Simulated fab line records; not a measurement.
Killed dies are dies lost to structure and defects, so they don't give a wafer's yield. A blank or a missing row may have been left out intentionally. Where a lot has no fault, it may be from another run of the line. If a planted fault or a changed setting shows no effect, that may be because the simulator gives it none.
Which of the tools did it?    flow berkeleyCmos170    42 wafers from 14 lots sampled at 6 of the route's 331 steps

## WHAT THE GAUGES READ, wafer by wafer
UCB170_NLDD_TW_MEAS_11. Usual: NLDD_TW gives 2213 (standard deviation 11).
lot   measured      on            NLDD_TW         flag
L495  day 6 03:27   filmMetro-03  2225 2229 2227  
L497  day 6 04:03   filmMetro-04  2220 2220 2216  
L500  day 7 08:34   filmMetro-04  2201 2188 2196  
L501  day 7 09:15   filmMetro-01  2212 2219 2222  
L502  day 7 19:32   filmMetro-01  2217 2218 2211  
L503  day 8 10:25   filmMetro-04  2210 2226 2217  
L505  day 8 10:41   filmMetro-01  2218 2217 2228  
L506  day 8 18:51   filmMetro-03  2209 2208 2215  
L507  day 8 19:07   filmMetro-04  2209 2221 2222  
L510  day 9 02:42   filmMetro-01  2068 2046 2042  OFF
L508  day 9 03:26   filmMetro-01  2051 2048 2047  OFF
L515  day 10 13:25  filmMetro-01  2212 2192 2214  
L516  day 11 00:00  filmMetro-04  2217 2221 2221  
L518  day 11 14:29  filmMetro-01  2207 2218 2220  

UCB170_SDANNEAL_RS_MEAS_05: measures by four-point-probe. Usual: NLDD_RS gives 616.2 ohm/sq (standard deviation 1.3).
lot   measured      on            NLDD_RS (ohm/sq)   flag
L495  day 6 12:36   filmMetro-03  616.3 616.1 618.1  
L497  day 6 13:27   filmMetro-04  615.6 614.6 614.9  
L500  day 7 18:37   filmMetro-03  616.7 618.3 616.3  
L501  day 7 18:47   filmMetro-04  614.2 614.7 615.2  
L502  day 8 08:01   filmMetro-04  614.2 614.8 613.8  
L503  day 8 20:27   filmMetro-03  613.5 613.4 614.4  
L505  day 8 20:39   filmMetro-01  615.7 616.2 616.6  
L506  day 9 05:16   filmMetro-04  616.8 614.5 615.1  
L507  day 9 04:52   filmMetro-03  613.7 614.9 616.8  
L510  day 9 11:29   filmMetro-01  729.7 731.9 730.6  OFF
L508  day 9 14:13   filmMetro-01  729.9 731.9 731.7  OFF
L515  day 11 01:13  filmMetro-01  616.0 618.6 616.7  
L516  day 11 10:55  filmMetro-04  615.1 614.9 616.0  
L518  day 12 00:35  filmMetro-04  616.4 614.9 615.6  

UCB170_M1_CD_MEAS_09: target cd 700 nm. Usual: 699.6 nm for cdNm, sd 1.3.
lot   measured      on        cdNm (nm)          flag
L495  day 6 21:04   cdSem-01  699.2 698.1 699.0  
L497  day 6 21:10   cdSem-02  698.8 697.5 697.8  
L500  day 8 03:25   cdSem-02  700.1 700.1 698.8  
L501  day 8 03:48   cdSem-01  701.5 701.1 700.4  
L502  day 8 14:06   cdSem-02  698.7 700.7 700.4  
L503  day 9 04:52   cdSem-01  700.7 699.4 699.3  
L505  day 9 05:13   cdSem-01  700.6 701.4 699.8  
L506  day 9 13:23   cdSem-01  697.4 696.6 696.8  
L507  day 9 12:50   cdSem-02  700.9 701.5 701.1  
L510  day 9 19:57   cdSem-02  699.6 699.3 698.7  
L508  day 9 23:32   cdSem-01  699.5 699.4 699.2  
L515  day 11 09:20  cdSem-02  699.1 701.5 699.3  
L516  day 11 17:35  cdSem-02  700.4 698.6 699.0  
L518  day 12 08:56  cdSem-02  699.0 698.0 698.9  

UCB170_V1_THK_MEAS_04. Usual: V1_POLISHED_THK gives 1000.2 nm (standard deviation 1.2).
lot   measured      on            V1_POLISHED_THK (nm)  flag
L495  day 7 04:11   filmMetro-01  997.6 1000.6 1000.0   
L497  day 7 04:11   filmMetro-02  999.0 998.7 999.2     
L500  day 8 10:52   filmMetro-03  998.5 999.7 1001.7    
L501  day 8 10:52   filmMetro-01  999.3 997.5 1000.3    
L502  day 8 18:37   filmMetro-02  1000.2 1000.4 1000.2  
L503  day 9 08:58   filmMetro-01  1001.1 1001.1 1001.3  
L505  day 9 08:41   filmMetro-03  1001.4 998.9 999.3    
L506  day 9 17:54   filmMetro-02  1000.5 1001.7 1000.2  
L507  day 9 17:49   filmMetro-01  1001.6 1000.1 1000.4  
L510  day 10 01:49  filmMetro-01  1000.1 999.6 999.6    
L508  day 10 09:21  filmMetro-02  999.8 998.7 1000.8    
L515  day 11 14:46  filmMetro-02  1001.5 1001.2 999.2   
L516  day 12 01:13  filmMetro-02  1000.5 1000.2 999.4   
L518  day 12 14:08  filmMetro-02  1001.0 1002.1 998.7   

UCB170_M2_RS_MEAS_02: measures by four-point-probe. Usual: M2_AL_RS gives 0.0321 ohm/sq (standard deviation 0.00038).
lot   measured      on            M2_AL_RS (ohm/sq)     flag
L495  day 7 06:20   filmMetro-02  0.0319 0.0320 0.0317  
L497  day 7 06:28   filmMetro-04  0.0322 0.0325 0.0328  
L500  day 8 12:39   filmMetro-02  0.0327 0.0325 0.0324  
L501  day 8 12:54   filmMetro-02  0.0328 0.0326 0.0324  
L502  day 8 22:34   filmMetro-03  0.0317 0.0322 0.0318  
L503  day 9 13:26   filmMetro-03  0.0324 0.0325 0.0327  
L505  day 9 13:43   filmMetro-04  0.0320 0.0315 0.0316  
L506  day 9 20:44   filmMetro-03  0.0323 0.0323 0.0319  
L507  day 9 20:56   filmMetro-04  0.0323 0.0321 0.0317  
L510  day 10 03:37  filmMetro-02  0.0322 0.0329 0.0325  
L508  day 10 11:32  filmMetro-03  0.0317 0.0317 0.0321  
L515  day 11 16:36  filmMetro-02  0.0321 0.0319 0.0323  
L516  day 12 05:51  filmMetro-04  0.0315 0.0316 0.0314  
L518  day 12 16:16  filmMetro-03  0.0322 0.0323 0.0322  

## WHICH TOOL RAN EACH LOT (tool, then ch and the chambers of the sampled wafers, then the start)
lot   UCB170_NLDD_IMPLANT_09
L495  implanter-01 ch 0, day 6 03:13
L497  implanter-01 ch 0, day 6 03:49
L500  implanter-03 ch 0, day 7 08:19
L501  implanter-04 ch 0, day 7 09:00
L502  implanter-03 ch 0, day 7 19:17
L503  implanter-03 ch 0, day 8 10:10
L505  implanter-01 ch 0, day 8 10:26
L506  implanter-03 ch 0, day 8 18:36
L507  implanter-01 ch 0, day 8 18:52
L510  implanter-03 ch 0, day 9 02:27
L508  implanter-03 ch 0, day 9 03:11
L515  implanter-04 ch 0, day 10 13:10
L516  implanter-01 ch 0, day 10 23:46
L518  implanter-04 ch 0, day 11 14:16
- UCB170_NLDD_IMPLANT_09

## AS READ BY THE TOOLS THEMSELVES (means over the sampled wafers that have a number; for cases with no such wafer, the mark the record gives instead)
UCB170_NLDD_IMPLANT_09. Usual: doseIonsCm2 5.001e+13, standard deviation 5.5e+10; faradayCurrentUA 158, standard deviation 3.4.
lot   tool          doseIonsCm2  faradayCurrentUA  flag
L495  implanter-01  5.007e+13    157               
L497  implanter-01  5.004e+13    158               
L500  implanter-03  5.006e+13    161               
L501  implanter-04  5.000e+13    160               
L502  implanter-03  5.004e+13    158               
L503  implanter-03  5.001e+13    157               
L505  implanter-01  4.997e+13    159               
L506  implanter-03  4.994e+13    159               
L507  implanter-01  5.005e+13    158               
L510  implanter-03  2.749e+13    88                OFF
L508  implanter-03  2.752e+13    86                OFF
L515  implanter-04  5.004e+13    161               
L516  implanter-01  5.007e+13    159               
L518  implanter-04  5.002e+13    156               

## THE ANSWER, worked out from the rows above alone
Rule: a lot counts as off when the mean over its wafers that have a number is more than 3 standard deviations away from the usual mean. A lot without any number at a reading at which 4 lots or more have one is off too. Where the step has rows for the other lots, those lots are counted as sound. Order of review: gauges by route order, followed by the tools' own readings, for which a lot's mean as printed above is used. At the first step where some lot is off, the reading lying furthest off is the one used; lots without a number count as furthest.
Off: L510, L508, at UCB170_NLDD_TW_MEAS_11 (NLDD_TW).
A tool fits if, at a process step before that reading, it ran every lot that is off, and no sound lot after the first of them. Not tried: the gauges at UCB170_NLDD_TW_MEAS_11; whatever is off there is also off at UCB170_NLDD_IMPLANT_09, on other tools, and gauge error can't account for it. One candidate fits, namely implanter-03 at UCB170_NLDD_IMPLANT_09. Its last sound lot is L506 (day 8 18:36), its first lot that is off L510 (day 9 02:27): a fault that began between those two fits.
The tool's own readings at UCB170_NLDD_IMPLANT_09 bear it out: on the lots that are off they differ by more than 5 times the standard deviation of the sound lots' means. doseIonsCm2 reads 2.750e+13 there against 5.003e+13 on the sound lots; faradayCurrentUA reads 87 there against 159 on the sound lots.

## WHAT THE SIMULATOR HAD INSERTED
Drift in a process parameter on implanter-03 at UCB170_NLDD_IMPLANT_09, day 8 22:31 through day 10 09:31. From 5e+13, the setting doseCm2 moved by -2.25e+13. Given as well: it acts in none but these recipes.
Shown lots that were struck: L510, L508. The rule above found the same.
